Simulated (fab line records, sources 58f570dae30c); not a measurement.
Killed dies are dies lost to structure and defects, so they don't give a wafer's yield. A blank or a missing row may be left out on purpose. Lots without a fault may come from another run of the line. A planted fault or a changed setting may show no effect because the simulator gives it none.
Which tool did it? | flow berkeley_cmos170 | 14 lots, 42 wafers sampled, at 5 steps of a route of 331

WHAT THE GAUGES READ, wafer by wafer
UCB170_PWELL_THK_MEAS_03.
lot  | measured    | on            | PWELL_OXIDE_THK (nm)
L351 | day 2 20:41 | film_metro-01 | 26.1 25.8 25.6
L353 | day 3 02:30 | film_metro-03 | 25.1 25.3 25.6
L355 | day 3 16:28 | film_metro-03 | 37.2 37.3 36.6
L361 | day 4 23:36 | film_metro-04 | 37.9 37.9 37.6
L363 | day 5 07:08 | film_metro-03 | 23.6 24.0 24.1
L364 | day 5 15:22 | film_metro-03 | 25.0 25.1 24.8
L366 | day 5 23:51 | film_metro-04 | 25.3 24.3 24.7
L367 | day 6 07:03 | film_metro-01 | 24.9 24.9 24.4
L368 | day 6 07:04 | film_metro-03 | 24.7 24.6 24.9
L369 | day 6 11:09 | film_metro-04 | 24.3 24.5 24.5
L370 | day 6 18:47 | film_metro-03 | 25.9 25.4 25.3
L372 | day 7 03:27 | film_metro-03 | 24.7 25.0 25.5
L373 | day 7 10:08 | film_metro-03 | 24.6 24.8 24.4
L374 | day 7 10:08 | film_metro-04 | 24.1 24.2 24.2

UCB170_ACTIVE_CD_MEAS_13: target cd 1200 nm.
lot  | measured    | on        | cd_nm (nm)
L351 | day 4 12:54 | cd_sem-02 | 1201.4 1201.6 1200.7
L353 | day 4 13:31 | cd_sem-01 | 1199.0 1199.8 1199.9
L355 | day 5 05:15 | cd_sem-01 | 1200.2 1199.1 1199.4
L361 | day 6 11:47 | cd_sem-02 | 1197.3 1198.6 1198.3
L363 | day 6 21:10 | cd_sem-02 | 1200.7 1200.2 1199.7
L364 | day 7 05:07 | cd_sem-02 | 1199.6 1199.4 1199.4
L366 | day 7 10:30 | cd_sem-02 | 1197.2 1198.6 1196.6
L367 | day 7 20:07 | cd_sem-01 | 1198.6 1199.9 1200.1
L368 | day 7 20:24 | cd_sem-02 | 1199.2 1199.7 1199.9
L369 | day 8 00:04 | cd_sem-01 | 1200.2 1199.9 1200.7
L370 | day 8 13:50 | cd_sem-01 | 1201.0 1199.8 1199.1
L372 | day 8 19:28 | cd_sem-02 | 1201.9 1201.6 1201.0
L373 | day 9 05:43 | cd_sem-01 | 1200.6 1199.4 1198.6
L374 | day 9 06:01 | cd_sem-02 | 1200.4 1200.3 1201.7

WHICH TOOL RAN EACH LOT (tool, then ch and the chambers of the sampled wafers, then the start)
lot  | UCB170_NWELL_ETCH_13              | UCB170_PWELL_OXIDATION_02                                     | UCB170_PWELL_ETCH_14
L351 | rie_diel-01 ch 0,2,3, day 2 07:19 | furnace-03 ch 0, day 2 19:19                                  | rie_diel-02 ch 0,1, day 3 05:31
L353 | rie_diel-03 ch 0,3, day 2 16:52   | furnace-04 ch 0, day 3 01:08                                  | rie_diel-01 ch 1,3, day 3 10:08
L355 | rie_diel-03 ch 0,1,3, day 3 02:59 | furnace-01 ch 0, day 3 12:26                                  | rie_diel-04 ch 0,1,2, day 3 20:51
L361 | rie_diel-02 ch 1,2, day 4 12:25   | furnace-04 ch 0, day 4 19:59 and furnace-03 ch 0, day 4 22:15 | rie_diel-04 ch 1,2,3, day 5 06:56
L363 | rie_diel-03 ch 0,1,3, day 4 18:49 | furnace-01 ch 0, day 5 05:47                                  | rie_diel-02 ch 1,2, day 5 15:17
L364 | rie_diel-02 ch 1,3, day 5 06:23   | furnace-04 ch 0, day 5 14:01                                  | rie_diel-01 ch 0,1, day 6 00:37
L366 | rie_diel-01 ch 0,1,3, day 5 13:22 | furnace-01 ch 0, day 5 22:30                                  | rie_diel-02 ch 0,1,3, day 6 07:44
L367 | rie_diel-02 ch 0,3, day 5 20:04   | furnace-01 ch 0, day 6 05:42                                  | rie_diel-01 ch 0,3, day 6 15:16
L368 | rie_diel-03 ch 0,2, day 5 22:04   | furnace-01 ch 0, day 6 05:42                                  | rie_diel-02 ch 1,2, day 6 15:24
L369 | rie_diel-03 ch 0,3, day 6 01:22   | furnace-01 ch 0, day 6 09:48                                  | rie_diel-04 ch 0,3, day 6 17:42
L370 | rie_diel-03 ch 0,2,3, day 6 08:46 | furnace-04 ch 0, day 6 17:25                                  | rie_diel-04 ch 0,3, day 7 06:09
L372 | rie_diel-02 ch 0,1,3, day 6 16:54 | furnace-04 ch 0, day 7 02:05                                  | rie_diel-04 ch 0,2, day 7 10:47
L373 | rie_diel-01 ch 0,1,3, day 7 01:29 | furnace-04 ch 0, day 7 08:47                                  | rie_diel-02 ch 0,2,3, day 7 19:23
L374 | rie_diel-02 ch 0,2,3, day 7 01:37 | furnace-04 ch 0, day 7 08:47                                  | rie_diel-04 ch 0,1,2, day 7 19:13
- UCB170_NWELL_ETCH_13: etches Si3N4 in CH3F/Ar/O2, stops on SiO2, target depth 246.4 nm, time 154 s.
- UCB170_PWELL_OXIDATION_02: target thk 26.4 nm, ox time 1260 s.
- UCB170_PWELL_ETCH_14: etches Si3N4 in CH3F/Ar/O2, stops on SiO2, target depth 242 nm, time 151 s.

WHAT THE TOOLS THEMSELVES READ (means of the sampled wafers that have a number; where no wafer has one, the mark that the record gives instead)
UCB170_NWELL_ETCH_13.
lot  | tool        | drypump_motor_current_A (A) | oes_product_au (a.u.) | throttle_valve_pct (%)
L351 | rie_diel-01 | 5.0                         | 0.938                 | 8.05
L353 | rie_diel-03 | 5.7                         | 0.965                 | 8.01
L355 | rie_diel-03 | 5.5                         | 0.965                 | 8.02
L361 | rie_diel-02 | 5.7                         | 0.943                 | 8.10
L363 | rie_diel-03 | 5.5                         | 0.979                 | 8.02
L364 | rie_diel-02 | 5.5                         | 0.942                 | 8.09
L366 | rie_diel-01 | 5.2                         | 0.952                 | 8.11
L367 | rie_diel-02 | 5.2                         | 0.940                 | 8.14
L368 | rie_diel-03 | 5.9                         | 0.963                 | 8.01
L369 | rie_diel-03 | 5.8                         | 0.964                 | 7.98
L370 | rie_diel-03 | 5.8                         | 0.953                 | 7.97
L372 | rie_diel-02 | 5.4                         | 0.932                 | 8.11
L373 | rie_diel-01 | 5.2                         | 0.941                 | 8.11
L374 | rie_diel-02 | 5.5                         | 0.932                 | 8.06

UCB170_PWELL_ETCH_14.
lot  | tool        | drypump_motor_current_A (A) | oes_product_au (a.u.) | throttle_valve_pct (%)
L351 | rie_diel-02 | 5.4                         | 0.937                 | 8.18
L353 | rie_diel-01 | 5.0                         | 0.944                 | 8.00
L355 | rie_diel-04 | 5.9                         | 0.927                 | 8.08
L361 | rie_diel-04 | 5.6                         | 0.923                 | 8.13
L363 | rie_diel-02 | 5.7                         | 0.937                 | 8.10
L364 | rie_diel-01 | 5.3                         | 0.950                 | 8.21
L366 | rie_diel-02 | 5.3                         | 0.942                 | 8.12
L367 | rie_diel-01 | 5.1                         | 0.947                 | 8.02
L368 | rie_diel-02 | 5.9                         | 0.943                 | 8.05
L369 | rie_diel-04 | 6.0                         | 0.923                 | 8.12
L370 | rie_diel-04 | 5.9                         | 0.936                 | 8.12
L372 | rie_diel-04 | 6.1                         | 0.932                 | 8.04
L373 | rie_diel-02 | 5.5                         | 0.947                 | 8.07
L374 | rie_diel-04 | 5.9                         | 0.927                 | 8.07

THE ANSWER, worked out from the rows above alone
Rule: what is usual is taken from the lots themselves. Put in order of their means at a reading, lots are off if they are a third of the lots or fewer, leave a main group of 4 or more, and stand apart from it by a gap of 3 or more times the standard deviation of the main group's means; of several such gaps the widest counts. A main group whose means are all the same, to the digits that the tables above print for the reading, isn't used. A lot without any number at a reading at which 4 lots or more have one is off too. The other lots that the step has rows for count as sound. The gauges are gone through in route order, then the tools' own readings, and for those a lot's mean is taken as printed above. The first step at which some lot is off is used, and at that step the reading that is off furthest; a lot without a number counts as furthest.
Off: L355, L361, at UCB170_PWELL_THK_MEAS_03 (PWELL_OXIDE_THK). The main group: mean 24.8 nm, standard deviation 0.53.
A tool fits if, at a process step before that reading, it ran every lot that is off, and no sound lot after the first of them. The gauges at UCB170_PWELL_THK_MEAS_03 are tried like those tools. None of those tried fits.

WHAT THE SIMULATOR HAD PUT IN
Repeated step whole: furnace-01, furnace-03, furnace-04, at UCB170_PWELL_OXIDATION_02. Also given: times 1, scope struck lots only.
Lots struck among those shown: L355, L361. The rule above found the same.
